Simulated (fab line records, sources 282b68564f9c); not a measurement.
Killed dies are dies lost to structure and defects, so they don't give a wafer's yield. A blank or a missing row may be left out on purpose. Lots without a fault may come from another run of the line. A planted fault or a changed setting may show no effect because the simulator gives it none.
fab line records | flow rit_cmos
record lots=14 wafers=42 last_day=8
route steps=202 shown M1@200
lots that met no fault: from a run of the same line without faults
start_h: hours from the record's first day to the start of the lot's first wafer shown | wait_h: hours since the lot's step before | " the same as in the row above | L1.1+2: a row that stands for several wafers | - no value, or no start given | * or withheld: withheld | < > ~ a bound
route shown NAME@n: a module of which the file shows steps, and the number in the route of the first | usual: mean/standard deviation of fault-free wafers | same: alike in all rows | chamber/n: place in a boat | sites: the reading at each site | _std_site: their standard deviation | _edge_site: outer sites' mean less inner sites' | radius_mm: how far each site lies from the wafer's centre | mask NAME#n: copy n | behind: the tool/chamber that last shaped the wafer | hold: why the lot was held/for how many hours/how that ended | device: the transistor (n, p or np) that didn't switch | end of line: the same wafers' tests at the end of the route | a step without rows: its recipe alone | killed: dies lost to structure and defects at the first sort, not the wafer's yield | map: a wafer's dies, x killed, . not, _ none there
set.NAME: the setting as run; set.NAME@STEP: as run at that earlier step | model.NAME: the simulator's own value behind a step, which no gauge read
steps of the route over a sample of lots; a table a step, a row a wafer
## steps
# step RIT_M1_ANNEAL_15
# recipe temp_c=450 time_s=1800 ambient=forming_gas_H2N2
# usual spike_tc_centre_C=453.5/0.99 spike_tc_load_C=469.9/1 spike_tc_source_C=467.3/0.88 tube_center_temp_C=450/0.041 tube_center_temp_C_max=451.16/0.18 zone_power_centre_pct=15.97/0.16 zone_power_load_pct=5.75/0.062 zone_power_source_pct=6.30/0.066
# columns lot.wafer tool chamber start_h wait_h spike_tc_centre_C spike_tc_load_C spike_tc_source_C tube_center_temp_C tube_center_temp_C_max zone_power_centre_pct zone_power_load_pct zone_power_source_pct
L256.1 furnace-02 0 66.20 0.1 453.3 470.4 467.6 450.03 450.86 15.71 5.77 6.19
L256.2 " 0 " " 453.5 469.8 466.4 449.98 451.33 15.87 5.73 6.28
L256.6 " 0 " " 453.8 469.7 467.5 450 451.06 15.95 5.81 6.31
L257.2 furnace-02 0 68.54 0.1 453.6 470.1 466.4 450.05 451.34 15.85 5.79 6.35
L257.4 " 0 " " 452.9 469.1 466.6 450.04 451.06 15.91 5.77 6.35
L257.6 " 0 " " 452.1 470.3 467.4 449.99 451.35 16.10 5.75 6.35
L258.1 furnace-02 0 70.80 0.1 451.9 470.3 467.0 449.99 450.87 15.97 5.70 6.25
L258.4 " 0 " " 452.7 468.6 468.3 449.98 450.99 15.92 5.81 6.24
L258.5 " 0 " " 454.4 469.1 467.6 450.04 451.00 16.07 5.90 6.20
L259.2 furnace-02 0 75.59 0.1 454.4 469.5 467.5 450.06 451.09 15.80 5.74 6.35
L259.5 " 0 " " 454.1 470.4 467.3 449.97 451.17 16.02 5.75 6.33
L259.6 " 0 " " 452.9 470.5 465.7 449.98 451.07 16.20 5.62 6.19
L262.2 furnace-02 0 89.01 0.1 454.2 469.2 467.7 450.06 450.95 16.22 5.72 6.26
L262.4 " 0 " " 453.3 469.4 466.4 449.99 451.30 15.88 5.61 6.08
L262.5 " 0 " " 452.4 470.1 467.5 450.07 451.18 16.15 5.64 6.33
L263.3 furnace-02 0 93.61 0.1 453.4 468.3 468.2 449.98 451.27 15.89 5.74 6.29
L263.4 " 0 " " 452.7 470.7 466.1 449.91 450.95 15.97 5.77 6.30
L263.5 " 0 " " 453.4 469.2 467.8 450.04 451.25 16.16 5.76 6.24
L264.2 furnace-02 0 98.43 0.1 454.5 469.0 466.8 450.04 451.09 16.00 5.81 6.23
L264.3 " 0 " " 453.2 469.8 466.4 450.07 451.47 15.80 5.78 6.32
L264.4 " 0 " " 453.4 471.2 469.0 449.99 451.19 16.27 5.69 6.32
L265.1 furnace-02 0 101.77 0.1 453.2 468.9 466.6 450.05 451.07 16.06 5.90 6.36
L265.5 " 0 " " 453.2 470.6 466.8 449.96 451.30 15.87 5.78 6.25
L265.6 " 0 " " 454.5 471.6 468.1 449.98 450.95 15.86 5.83 6.33
L266.1 furnace-02 0 107.15 0.1 453.2 468.2 467.9 449.98 451.24 16.29 5.73 6.32
L266.2 " 0 " " 452.7 470.2 467.6 450.1 451.23 16.22 5.87 6.28
L266.6 " 0 " " 453.5 472.4 467.0 450.02 451.15 15.88 5.81 6.35
L268.3 furnace-02 0 117.57 0.1 453.3 470.8 465.6 449.98 451.21 15.62 5.79 6.28
L268.4 " 0 " " 453.9 469.6 467.8 450 451.44 15.73 5.59 6.22
L268.5 " 0 " " 453.2 469.9 466.7 450.06 451.66 16.15 5.65 6.22
L269.4 furnace-02 0 125.59 0.0 454.1 468.9 468.8 450.05 451.34 16.20 5.71 6.32
L269.5 " 0 " " 453.6 469.2 468.1 450.01 451.11 16.09 5.80 6.28
L269.6 " 0 " " 452.7 469.4 468.1 450.07 451.20 15.73 5.71 6.33
L271.1 furnace-02 0 134.02 0.1 452.8 473.1 467.5 449.95 451.22 16.02 5.90 6.29
L271.2 " 0 " " 454.2 469.1 468.6 450.07 451.08 15.76 5.79 6.48
L271.3 " 0 " " 450.5 468.4 468.1 450.02 451.16 15.77 5.62 6.27
L277.1 furnace-02 0 172.34 0.1 393.5 409.6 406.4 390 391.11 13.43 4.61 4.96
L277.5 " 0 " " 393.9 409.4 406.4 389.98 390.99 13.92 4.47 4.95
L277.6 " 0 " " 394.1 409.9 405.4 389.96 390.88 13.64 4.52 4.89
L278.4 furnace-02 0 181.59 0.0 392.5 408.4 406.6 389.93 391.46 13.70 4.52 4.91
L278.5 " 0 " " 393.6 409.7 406.8 390 391.04 13.52 4.59 4.92
L278.6 " 0 " " 392.9 409.8 406.9 390.04 391.28 13.67 4.52 4.96
# step RIT_M1_PROBE_99
# usual defect_limited_yield=97.3/1.1 killed_at_M0_to_M3=0.0/0.12 killed_at_contacts=0.0/0.2 killed_at_front_end=7/3 killed_dies=7/3 killed_open=3.4/1.8 killed_short=3.8/2.1 sort_bin_3_pad_short=0.2/0.27 sort_bin_5_function=1.5/0.8 sort_bin_6_memory=1.1/0.7 sort_n_pass=257/3 sort_yield_pct=97.3/1.1
# same gross_dies=264 killed_at_M4_up=0 killed_at_back_side=0 killed_at_other=0
# columns lot.wafer tool chamber start_h wait_h defect_limited_yield[%] killed_at_M0_to_M3 killed_at_contacts killed_at_front_end killed_dies killed_open killed_short sort_bin_3_pad_short[%] sort_bin_5_function[%] sort_bin_6_memory[%] sort_n_pass sort_yield_pct[%]
L256.1 prober-01 - 67.82 0.1 97.0 0 0 8 8 6 2 0.4 1.1 1.5 256 97.0
L256.2 prober-01 - 67.87 0.1 95.8 0 1 10 11 7 4 0.8 1.9 1.5 253 95.8
L256.6 prober-01 - 68.07 0.2 96.2 0 0 10 10 6 4 0 2.7 1.1 254 96.2
L257.2 prober-02 - 70.21 0.1 94.7 0 0 14 14 7 7 0.4 3.4 1.5 250 94.7
L257.4 prober-02 - 70.31 0.2 97.0 0 0 8 8 3 5 0.4 0.8 1.9 256 97.0
L257.6 prober-02 - 70.41 0.2 97.7 0 0 6 6 2 4 0 1.5 0.8 258 97.7
L258.1 prober-01 - 72.42 0.1 95.8 0 0 11 11 9 2 0 2.3 1.9 253 95.8
L258.4 prober-01 - 72.57 0.2 97.7 0 0 6 6 3 3 0 1.1 1.1 258 97.7
L258.5 prober-01 - 72.62 0.2 98.1 0 0 5 5 4 1 0 1.5 0.4 259 98.1
L259.2 prober-02 - 77.26 0.1 97.3 0 0 7 7 3 4 0.4 1.1 1.1 257 97.3
L259.5 prober-02 - 77.41 0.2 98.1 0 0 5 5 1 4 0 1.1 0.8 259 98.1
L259.6 prober-02 - 77.46 0.2 97.3 0 0 7 7 4 3 0 1.9 0.8 257 97.3
L262.2 prober-01 - 90.68 0.1 97.0 0 0 8 8 3 5 0 1.5 1.5 256 97.0
L262.4 prober-01 - 90.78 0.2 96.6 0 0 9 9 5 4 0.4 1.5 1.5 255 96.6
L262.5 prober-01 - 90.83 0.2 98.9 0 0 3 3 0 3 0 0.4 0.8 261 98.9
L263.3 prober-01 - 95.33 0.2 98.1 0 0 5 5 1 4 0.4 0.8 0.8 259 98.1
L263.4 prober-01 - 95.38 0.2 98.1 0 0 5 5 0 5 0.4 1.5 0 259 98.1
L263.5 prober-01 - 95.43 0.2 98.5 0 0 4 4 2 2 0 0.8 0.8 260 98.5
L264.2 prober-02 - 100.10 0.1 98.9 0 0 3 3 1 2 0 0.8 0.4 261 98.9
L264.3 prober-02 - 100.15 0.2 98.9 0 0 3 3 2 1 0 0.8 0.4 261 98.9
L264.4 prober-02 - 100.20 0.2 99.2 0 0 2 2 1 1 0 0.8 0 262 99.2
L265.1 prober-01 - 103.39 0.1 98.1 0 0 5 5 1 4 0 1.1 0.8 259 98.1
L265.5 prober-01 - 103.59 0.2 96.6 0 0 9 9 5 4 0.4 1.9 1.1 255 96.6
L265.6 prober-01 - 103.64 0.2 98.9 0 0 3 3 1 2 0 0.8 0.4 261 98.9
L266.1 prober-02 - 108.77 0.1 97.0 0 0 8 8 2 6 0.8 0 2.3 256 97.0
L266.2 prober-02 - 108.82 0.1 97.3 0 0 7 7 2 5 0 1.1 1.5 257 97.3
L266.6 prober-02 - 109.02 0.2 97.0 0 0 8 8 5 3 0.4 0.8 1.9 256 97.0
L268.3 prober-02 - 119.29 0.2 96.6 0 0 9 9 6 3 0 3.0 0.4 255 96.6
L268.4 prober-02 - 119.34 0.2 95.1 0 0 13 13 5 8 0 2.7 2.3 251 95.1
L268.5 prober-02 - 119.39 0.2 96.6 0 1 8 9 5 4 0 1.5 1.9 255 96.6
L269.4 prober-01 - 127.36 0.2 98.9 0 0 3 3 2 1 0 1.1 0 261 98.9
L269.5 prober-01 - 127.41 0.2 98.9 0 0 3 3 3 0 0 0.4 0.8 261 98.9
L269.6 prober-01 - 127.46 0.2 97.3 0 1 6 7 5 2 0 1.5 1.1 257 97.3
L271.1 prober-01 - 135.64 0.1 97.0 0 0 8 8 1 7 0.4 1.5 1.1 256 97.0
L271.2 prober-01 - 135.69 0.1 98.5 0 0 4 4 1 3 0 0.8 0.8 260 98.5
L271.3 prober-01 - 135.74 0.2 97.3 0 0 7 7 4 3 0 1.9 0.8 257 97.3
L277.1 prober-01 - 173.96 0.1 97.0 1 0 7 8 2 6 0.8 0.8 1.5 256 97.0
L277.5 prober-01 - 174.16 0.2 95.8 0 0 11 11 6 5 0 2.3 1.9 253 95.8
L277.6 prober-01 - 174.21 0.2 97.3 0 0 7 7 3 4 0 1.5 1.1 257 97.3
L278.4 prober-02 - 183.36 0.2 97.3 0 0 7 7 3 4 0.4 1.9 0.4 257 97.3
L278.5 prober-02 - 183.41 0.2 99.2 0 0 2 2 2 0 0 0.4 0.4 262 99.2
L278.6 prober-02 - 183.46 0.2 98.1 0 0 5 5 2 3 0 1.5 0.4 259 98.1
# killed by level:class
L256.1 GATE:geometric_particle:open=3 GATE:geometric_particle:short=2 REOX:geometric_particle:open=2 FOX1:geometric_particle:open=1
L256.2 GATE:geometric_particle:open=4 SILICIDE:geometric_particle:open=3 GATE:geometric_particle:short=2 REOX:geometric_particle:short=1 CONTACT:geometric_particle:short=1
L256.6 GATE:geometric_particle:open=2 GATE:geometric_particle:short=2 REOX:geometric_particle:open=2 REOX:geometric_particle:short=2 FOX1:geometric_particle:open=1 SILICIDE:geometric_particle:open=1
L257.2 GATE:geometric_particle:open=4 GATE:geometric_particle:short=4 SILICIDE:geometric_particle:short=2 FOX1:geometric_particle:open=1 REOX:geometric_particle:open=1 SPACER:geometric_particle:short=1 SPACER:geometric_particle:open=1
L257.4 GATE:geometric_particle:short=2 SPACER:geometric_particle:open=2 SPACER:geometric_particle:short=2 SILICIDE:geometric_particle:short=1 SILICIDE:geometric_particle:open=1
L257.6 REOX:geometric_particle:short=2 FOX1:geometric_particle:open=1 GATE:geometric_particle:short=1 REOX:geometric_particle:open=1 SPACER:geometric_particle:short=1
L258.1 GATE:geometric_particle:open=5 FOX2:geometric_particle:open=2 FOX1:geometric_particle:short=1 REOX:geometric_particle:short=1 SPACER:geometric_particle:open=1 SILICIDE:geometric_particle:open=1
L258.4 GATE:geometric_particle:open=3 FOX1:geometric_particle:short=1 FOX2:geometric_particle:short=1 SILICIDE:geometric_particle:short=1
L258.5 SILICIDE:geometric_particle:open=3 FOX2:geometric_particle:open=1 GATE:geometric_particle:short=1
L259.2 GATE:geometric_particle:short=3 FOX1:geometric_particle:open=1 FOX2:geometric_particle:open=1 REOX:geometric_particle:short=1 SPACER:geometric_particle:open=1
L259.5 GATE:geometric_particle:short=2 FOX1:geometric_particle:short=1 FOX2:geometric_particle:open=1 SPACER:geometric_particle:short=1
L259.6 FOX1:geometric_particle:open=1 FOX2:geometric_particle:open=1 GATE:geometric_particle:short=1 REOX:geometric_particle:short=1 REOX:geometric_particle:open=1 SPACER:geometric_particle:open=1 SILICIDE:geometric_particle:short=1
L262.2 GATE:geometric_particle:short=5 GATE:geometric_particle:open=2 SPACER:geometric_particle:open=1
L262.4 GATE:geometric_particle:open=4 GATE:geometric_particle:short=3 FOX2:geometric_particle:open=1 SILICIDE:geometric_particle:short=1
L262.5 FOX1:geometric_particle:short=1 GATE:geometric_particle:short=1 REOX:geometric_particle:short=1
L263.3 FOX1:geometric_particle:short=2 FOX2:geometric_particle:short=1 SPACER:geometric_particle:open=1 SILICIDE:geometric_particle:short=1
L263.4 GATE:geometric_particle:short=3 FOX2:geometric_particle:short=1 SPACER:geometric_particle:short=1
L263.5 GATE:geometric_particle:open=2 FOX1:geometric_particle:short=1 SPACER:geometric_particle:short=1
L264.2 REOX:geometric_particle:short=2 SILICIDE:geometric_particle:open=1
L264.3 GATE:geometric_particle:open=1 GATE:geometric_particle:short=1 REOX:geometric_particle:open=1
L264.4 GATE:geometric_particle:open=1 SPACER:geometric_particle:short=1
L265.1 FOX1:geometric_particle:short=1 FOX2:geometric_particle:short=1 GATE:geometric_particle:short=1 SILICIDE:geometric_particle:short=1 SILICIDE:geometric_particle:open=1
L265.5 GATE:geometric_particle:open=2 REOX:geometric_particle:short=2 FOX2:geometric_particle:open=1 GATE:geometric_particle:short=1 SPACER:geometric_particle:short=1 SPACER:geometric_particle:open=1 SILICIDE:geometric_particle:open=1
L265.6 FOX1:geometric_particle:short=1 GATE:geometric_particle:open=1 SPACER:geometric_particle:short=1
L266.1 GATE:geometric_particle:short=3 FOX1:geometric_particle:open=2 FOX1:geometric_particle:short=2 SILICIDE:geometric_particle:short=1
L266.2 GATE:geometric_particle:short=3 GATE:geometric_particle:open=2 FOX1:geometric_particle:short=1 SILICIDE:geometric_particle:short=1
L266.6 GATE:geometric_particle:short=3 REOX:geometric_particle:open=3 FOX1:geometric_particle:open=1 GATE:geometric_particle:open=1
L268.3 FOX1:geometric_particle:open=3 GATE:geometric_particle:short=2 GATE:geometric_particle:open=2 SPACER:geometric_particle:open=1 SILICIDE:geometric_particle:short=1
L268.4 GATE:geometric_particle:short=3 FOX1:geometric_particle:short=2 GATE:geometric_particle:open=2 SPACER:geometric_particle:short=2 ACTIVE:geometric_particle:open=1 FOX1:geometric_particle:open=1 SPACER:geometric_particle:open=1 SILICIDE:geometric_particle:short=1
L268.5 GATE:geometric_particle:open=3 FOX1:geometric_particle:open=1 FOX2:geometric_particle:short=1 GATE:geometric_particle:short=1 SPACER:geometric_particle:open=1 SPACER:geometric_particle:short=1 CONTACT:geometric_particle:short=1
L269.4 GATE:geometric_particle:open=1 SPACER:geometric_particle:short=1 SPACER:geometric_particle:open=1
L269.5 SPACER:geometric_particle:open=2 GATE:geometric_particle:open=1
L269.6 GATE:geometric_particle:open=2 GATE:geometric_particle:short=2 FOX1:geometric_particle:open=1 SPACER:geometric_particle:open=1 CONTACT:geometric_particle:open=1
L271.1 REOX:geometric_particle:short=3 SILICIDE:geometric_particle:short=2 GATE:geometric_particle:short=1 GATE:geometric_particle:open=1 SPACER:geometric_particle:short=1
L271.2 FOX1:geometric_particle:short=1 GATE:geometric_particle:short=1 SILICIDE:geometric_particle:short=1 SILICIDE:geometric_particle:open=1
L271.3 GATE:geometric_particle:short=2 FOX1:geometric_particle:open=1 FOX2:geometric_particle:open=1 FOX2:geometric_particle:short=1 GATE:geometric_particle:open=1 SPACER:geometric_particle:open=1
L277.1 GATE:geometric_particle:short=4 GATE:geometric_particle:open=2 FOX1:geometric_particle:short=1 M1:geometric_particle:short=1
L277.5 GATE:geometric_particle:short=4 SILICIDE:geometric_particle:open=2 GATE:geometric_particle:open=2 REOX:geometric_particle:open=1 SPACER:geometric_particle:short=1 SPACER:geometric_particle:open=1
L277.6 GATE:geometric_particle:short=4 REOX:geometric_particle:open=2 GATE:geometric_particle:open=1
L278.4 FOX1:geometric_particle:open=1 FOX1:geometric_particle:short=1 FOX2:geometric_particle:short=1 FOX2:geometric_particle:open=1 SPACER:geometric_particle:short=1 SILICIDE:geometric_particle:short=1 SILICIDE:geometric_particle:open=1
L278.5 SILICIDE:geometric_particle:open=2
L278.6 FOX1:geometric_particle:short=1 FOX2:geometric_particle:open=1 GATE:geometric_particle:short=1 SPACER:geometric_particle:open=1 SILICIDE:geometric_particle:short=1
## key
first_sign step=RIT_M1_ANNEAL_15 reading=tube_center_temp_C direction=down sigmas=99+ usual=* struck=*
effect step=RIT_M1_ANNEAL_15 reading=tube_center_temp_C_max direction=down sigmas=99+ usual=* struck=*
met_at RIT_M1_ANNEAL_15
struck_lots L277,L278
onset_between 134.02 172.34
fault kind=process_parameter_drift tool=furnace-02 chamber=- onset_h=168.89 steps=RIT_M1_ANNEAL_15 channel=temp_c offset=* shape=step end_h=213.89 stated=*
